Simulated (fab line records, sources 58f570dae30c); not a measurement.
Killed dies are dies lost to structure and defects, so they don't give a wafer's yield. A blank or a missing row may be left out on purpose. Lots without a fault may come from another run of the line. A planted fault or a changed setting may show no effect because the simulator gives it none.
Chamber matching | flow berkeley_cmos170 | UCB170_V2_CVD_00 on pecvd-03: 3 sister chambers
The step deposits SiO2 from TEOS/O2, target thk 2000 nm, time 250 s. 6 wafers are shown with their chamber, then 7 later ones without.

WAFERS WITH THEIR CHAMBER
wafer  | chamber | heater_power_w (W) | pressure_mtorr (mTorr)
L389.4 | 1       | 237                | 9009
L395.3 | 0       | 218                | 8998
L395.5 | 2       | 290                | 8994
L395.6 | 1       | 159                | 9005
L392.1 | 2       | 336                | 8996
L392.2 | 0       | 293                | 9012

WAFERS WITHOUT THEIR CHAMBER
wafer  | heater_power_w (W) | pressure_mtorr (mTorr)
L392.6 | 208                | 8992
L396.1 | 299                | 8985
L396.4 | 290                | 9020
L396.5 | 152                | 8990
L402.3 | 388                | 9016
L402.4 | 205                | 8973
L402.6 | 280                | 9002

WHICH CHAMBER EACH WENT THROUGH
wafer  | from the rows above          | in truth
L392.6 | can't be placed: 2 or 0 or 1 | 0
L396.1 | can't be placed: 2 or 0      | 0
L396.4 | can't be placed: 0 or 1 or 2 | 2
L396.5 | can't be placed: 1 or 0 or 2 | 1
L402.3 | can't be placed: 0 or 2 or 1 | 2
L402.4 | can't be placed: 2 or 0 or 1 | 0
L402.6 | can't be placed: 0 or 2 or 1 | 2
Placed correctly: 0 of 7. Can't be placed from these rows: 7 (the true chamber is among the candidates in 7). Placed wrongly: 0.
How it was worked out, from the rows above alone: a wafer's distance from a chamber is the root of the sum, over the readings, of the square of ((its reading less the chamber's mean) divided by the reading's scatter). The wafer belongs to the nearest chamber; if the next one is less than 2 further off, it can't be placed. A chamber's mean is the mean of its shown wafers. The scatter: the root of (the sum of the squares of (reading less its chamber's mean) over the shown wafers, divided by (wafers less chambers)).
